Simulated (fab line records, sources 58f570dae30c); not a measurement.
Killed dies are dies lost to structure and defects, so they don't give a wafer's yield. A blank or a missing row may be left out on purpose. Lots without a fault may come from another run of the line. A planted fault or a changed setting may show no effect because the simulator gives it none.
Which tool did it? | flow berkeley_cmos170 | 14 lots, 42 wafers sampled, at 3 steps of a route of 331

WHAT THE GAUGES READ, wafer by wafer
UCB170_PLDD_CD_MEAS_06: target cd 1200 nm. Usual: cd_nm 1200.1 nm, standard deviation 1.6.
lot  | measured     | on        | cd_nm (nm)           | flag
L490 | day 7 07:31  | cd_sem-01 | 1200.3 1201.1 1200.1 |
L493 | day 8 09:43  | cd_sem-01 | 1200.2 1201.0 1200.8 |
L491 | day 8 09:58  | cd_sem-01 | 1199.2 1198.7 1199.4 |
L492 | day 8 09:15  | cd_sem-02 | 1197.6 1197.7 1198.9 |
L496 | day 8 23:47  | cd_sem-02 | 1203.5 1202.7 1204.2 |
L501 | day 9 17:59  | cd_sem-02 | 1200.7 1200.7 1201.0 |
L504 | day 10 18:13 | cd_sem-01 | 1198.8 1199.6 1199.7 |
L506 | day 11 01:54 | cd_sem-02 | 1201.7 1201.3 1202.0 |
L509 | day 11 09:50 | cd_sem-02 | 1201.8 1200.5 1200.6 |
L508 | day 11 09:36 | cd_sem-01 | 1197.2 1197.5 1198.4 |
L510 | day 12 00:38 | cd_sem-01 | 1200.6 1200.6 1199.1 |
L511 | day 12 00:23 | cd_sem-02 | 1200.2 1200.6 1200.9 |
L512 | day 12 09:55 | cd_sem-02 | 1196.3 1196.3 1195.8 |
L513 | day 12 10:12 | cd_sem-01 | 1199.4 1199.4 1200.0 |

WHICH TOOL RAN EACH LOT (tool, then ch and the chambers of the sampled wafers, then the start)
lot  | UCB170_NWELL_ETCH_13              | UCB170_NWELL_STRIP_15
L490 | rie_diel-01 ch 1,3, day 2 15:50   | plasma_asher-03 ch 0,1, day 2 16:08
L493 | rie_diel-02 ch 0,2,3, day 3 05:11 | plasma_asher-02 ch 0,1, day 3 05:26
L491 | rie_diel-04 ch 0,1,2, day 3 05:11 | plasma_asher-04 ch 0,1, day 3 05:26
L492 | rie_diel-01 ch 0,1,3, day 3 05:14 | plasma_asher-03 ch 0,1, day 3 05:29
L496 | rie_diel-04 ch 0,2, day 3 23:15   | plasma_asher-02 ch 0,1, day 3 23:30
L501 | rie_diel-02 ch 0,1, day 4 21:28   | plasma_asher-02 ch 0,1, day 4 21:45
L504 | rie_diel-01 ch 0,1, day 5 12:57   | plasma_asher-03 ch 0,1, day 5 13:13
L506 | rie_diel-04 ch 1,2,3, day 5 20:41 | plasma_asher-02 ch 0,1, day 5 20:56
L509 | rie_diel-02 ch 0,1,3, day 6 13:05 | plasma_asher-02 ch 0,1, day 6 13:21
L508 | rie_diel-04 ch 1,2,3, day 6 13:11 | plasma_asher-03 ch 0,1, day 6 13:26
L510 | rie_diel-02 ch 2,3, day 6 19:59   | plasma_asher-03 ch 0,1, day 6 20:14
L511 | rie_diel-02 ch 0,2, day 6 20:11   | plasma_asher-04 ch 0,1, day 6 20:27
L512 | rie_diel-01 ch 0,2,3, day 7 08:11 | plasma_asher-02 ch 0,1, day 7 08:28
L513 | rie_diel-04 ch 1,2,3, day 7 08:26 | plasma_asher-04 ch 0,1, day 7 08:41
- UCB170_NWELL_ETCH_13: etches Si3N4 in CH3F/Ar/O2, stops on SiO2, target depth 246.4 nm, time 154 s.
- UCB170_NWELL_STRIP_15: strips in O2.

WHAT THE TOOLS THEMSELVES READ (means of the sampled wafers that have a number; where no wafer has one, the mark that the record gives instead)
UCB170_NWELL_ETCH_13. Usual: drypump_motor_current_A 5.6 A, standard deviation 0.5; oes_product_au 0.945 a.u., standard deviation 0.018; throttle_valve_pct 8.01 %, standard deviation 0.13.
lot  | tool        | drypump_motor_current_A (A) | oes_product_au (a.u.) | throttle_valve_pct (%) | flag
L490 | rie_diel-01 | 5.6                         | 0.940                 | 8.12                   |
L493 | rie_diel-02 | 5.5                         | 0.968                 | 7.96                   |
L491 | rie_diel-04 | 5.7                         | 0.939                 | 7.91                   |
L492 | rie_diel-01 | 5.6                         | 0.936                 | 8.12                   |
L496 | rie_diel-04 | 5.7                         | 0.938                 | 7.93                   |
L501 | rie_diel-02 | 6.2                         | 0.958                 | 7.91                   |
L504 | rie_diel-01 | 5.5                         | 0.941                 | 8.12                   |
L506 | rie_diel-04 | 5.6                         | 0.936                 | 7.92                   |
L509 | rie_diel-02 | 6.0                         | 0.956                 | 8.03                   |
L508 | rie_diel-04 | 5.6                         | 0.939                 | 7.91                   |
L510 | rie_diel-02 | 5.0                         | 0.958                 | 7.97                   |
L511 | rie_diel-02 | 5.6                         | 0.967                 | 7.84                   |
L512 | rie_diel-01 | 5.5                         | 0.933                 | 8.14                   |
L513 | rie_diel-04 | 5.6                         | 0.941                 | 7.91                   |

UCB170_NWELL_STRIP_15. Usual: drypump_motor_current_A 5.6 A, standard deviation 0.67; o2_flow_sccm 400.1 sccm, standard deviation 1.3; oes_product_au 0.722 a.u., standard deviation 0.0043; strip_time_to_endpoint_s 18.04 s, standard deviation 0.082.
lot  | tool            | drypump_motor_current_A (A) | o2_flow_sccm (sccm) | oes_product_au (a.u.) | strip_time_to_endpoint_s (s) | flag
L490 | plasma_asher-03 | 5.1                         | 399.8               | 0.725                 | 17.96                        |
L493 | plasma_asher-02 | 6.5                         | 399.6               | 0.724                 | 18.08                        |
L491 | plasma_asher-04 | 5.1                         | 399.2               | 0.723                 | 18.05                        |
L492 | plasma_asher-03 | 5.6                         | 401.4               | 0.719                 | 18.11                        |
L496 | plasma_asher-02 | 6.4                         | 399.6               | 0.723                 | 18.11                        |
L501 | plasma_asher-02 | 6.3                         | 400.7               | 0.724                 | 17.96                        |
L504 | plasma_asher-03 | 5.1                         | 399.8               | 0.721                 | 18.10                        |
L506 | plasma_asher-02 | 6.3                         | 399.9               | 0.721                 | 18.01                        |
L509 | plasma_asher-02 | 6.4                         | 402.7               | 0.723                 | 17.97                        |
L508 | plasma_asher-03 | 5.6                         | 400.9               | 0.723                 | 18.00                        |
L510 | plasma_asher-03 | 5.1                         | 400.4               | 0.716                 | 18.13                        |
L511 | plasma_asher-04 | 5.1                         | 399.2               | 0.723                 | 18.05                        |
L512 | plasma_asher-02 | 6.4                         | 400.4               | 0.722                 | 18.14                        |
L513 | plasma_asher-04 | 5.2                         | 400.0               | 0.724                 | 18.03                        |

THE ANSWER, worked out from the rows above alone
Rule: a lot is off if the mean of its wafers that have a number lies more than 3 standard deviations from the usual mean. A lot without any number at a reading at which 4 lots or more have one is off too. The other lots that the step has rows for count as sound. The gauges are gone through in route order, then the tools' own readings, and for those a lot's mean is taken as printed above. The first step at which some lot is off is used, and at that step the reading that is off furthest; a lot without a number counts as furthest.
No lot is off at any reading shown: from this, nothing can be told.

WHAT THE SIMULATOR HAD PUT IN
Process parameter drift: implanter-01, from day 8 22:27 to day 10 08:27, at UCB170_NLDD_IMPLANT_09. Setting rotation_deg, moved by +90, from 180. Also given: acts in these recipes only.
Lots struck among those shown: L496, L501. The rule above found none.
